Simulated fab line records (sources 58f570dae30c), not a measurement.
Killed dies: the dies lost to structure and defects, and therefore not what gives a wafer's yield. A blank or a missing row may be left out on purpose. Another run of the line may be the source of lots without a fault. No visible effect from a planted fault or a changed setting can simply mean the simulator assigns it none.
Which tool was responsible?	flow berkeley_cmos170	Sampling: 13 lots, 39 wafers, 2 of 331 route steps

== WHAT THE GAUGES READ, wafer by wafer ==
UCB170_V2_BOW_MEAS_03. Usual: V2_BOW gives 37 um (standard deviation 7.2).
lot	measured	on	V2_BOW (um)	flag
L669	day 7 09:23	film_metro-04	29 27 39	
L670	day 7 16:57	film_metro-04	36 33 44	
L672	day 8 09:04	film_metro-04	32 41 33	
L673	day 8 09:22	film_metro-01	41 43 36	
L671	day 8 09:41	film_metro-03	37 46 39	
L674	day 8 09:58	film_metro-04	28 21 32	
L676	day 9 03:13	film_metro-01	43 47 42	
L678	day 9 10:02	film_metro-03	30 30 34	
L679	day 9 10:45	film_metro-03	27 35 36	
L677	day 9 13:20	film_metro-03	37 47 42	
L682	day 10 05:41	film_metro-01	43 31 39	
L688	day 11 18:48	film_metro-04	37 38 13	
L691	day 12 06:59	film_metro-01	48 35 40	

== EACH LOT AND THE TOOL THAT RAN IT (in order: tool; ch and the chambers of the sampled wafers; start) ==
lot	UCB170_M2_STRIP_07
L669	plasma_asher-02 ch 0,1, day 7 06:55
L670	plasma_asher-04 ch 1, day 7 14:23
L672	plasma_asher-02 ch 0,1, day 8 06:29
L673	plasma_asher-01 ch 0,1, day 8 06:46
L671	plasma_asher-01 ch 0, day 8 07:12
L674	plasma_asher-02 ch 0,1, day 8 07:13
L676	plasma_asher-02 ch 0,1, day 9 00:38
L678	plasma_asher-02 ch 0,1, day 9 07:32
L679	plasma_asher-02 ch 0,1, day 9 07:59
L677	plasma_asher-01 ch 0,1, day 9 10:28
L682	plasma_asher-01 ch 0,1, day 10 03:08
L688	plasma_asher-02 ch 0,1, day 11 15:46
L691	plasma_asher-01 ch 0,1, day 12 04:38
- UCB170_M2_STRIP_07: strips in O2.

== WHAT THE TOOLS THEMSELVES READ (means of the sampled wafers that have a number; where no wafer has one, the mark that the record gives instead) ==
UCB170_M2_STRIP_07. Usual: chamber_pressure_mTorr 3500 mTorr, standard deviation 3.1; drypump_motor_current_A 5.8 A, standard deviation 0.52; oes_product_au 0.733 a.u., standard deviation 0.0045; strip_time_to_endpoint_s 21.95 s, standard deviation 0.056.
lot	tool	chamber_pressure_mTorr (mTorr)	drypump_motor_current_A (A)	oes_product_au (a.u.)	strip_time_to_endpoint_s (s)	flag
L669	plasma_asher-02	3500	6.0	0.735	21.90	
L670	plasma_asher-04	3502	5.9	0.734	21.99	
L672	plasma_asher-02	3502	5.7	0.730	21.94	
L673	plasma_asher-01	3501	5.5	0.732	21.91	
L671	plasma_asher-01	3499	5.1	0.733	21.91	
L674	plasma_asher-02	3501	5.7	0.732	21.95	
L676	plasma_asher-02	3501	5.7	0.736	21.97	
L678	plasma_asher-02	3501	5.7	0.736	21.89	
L679	plasma_asher-02	3497	6.0	0.737	21.96	
L677	plasma_asher-01	3500	5.8	0.733	21.89	
L682	plasma_asher-01	3503	5.5	0.733	21.90	
L688	plasma_asher-02	3499	6.0	0.731	22.03	
L691	plasma_asher-01	3499	5.9	0.733	22.04	

== THE ANSWER, worked out from the rows above alone ==
Rule: a lot counts as off when the mean over its wafers that have a number is more than 3 standard deviations away from the usual mean. A lot without any number at a reading at which 4 lots or more have one is off too. Where the step has rows for the other lots, those lots are counted as sound. Order of review: gauges by route order, followed by the tools' own readings, for which a lot's mean as printed above is used. The first step at which some lot is off is used, and at that step the reading that is off furthest; a lot without a number counts as furthest.
No lot is off on any of the readings shown, so nothing can be concluded from this.

== WHAT WAS PUT IN BY THE SIMULATOR ==
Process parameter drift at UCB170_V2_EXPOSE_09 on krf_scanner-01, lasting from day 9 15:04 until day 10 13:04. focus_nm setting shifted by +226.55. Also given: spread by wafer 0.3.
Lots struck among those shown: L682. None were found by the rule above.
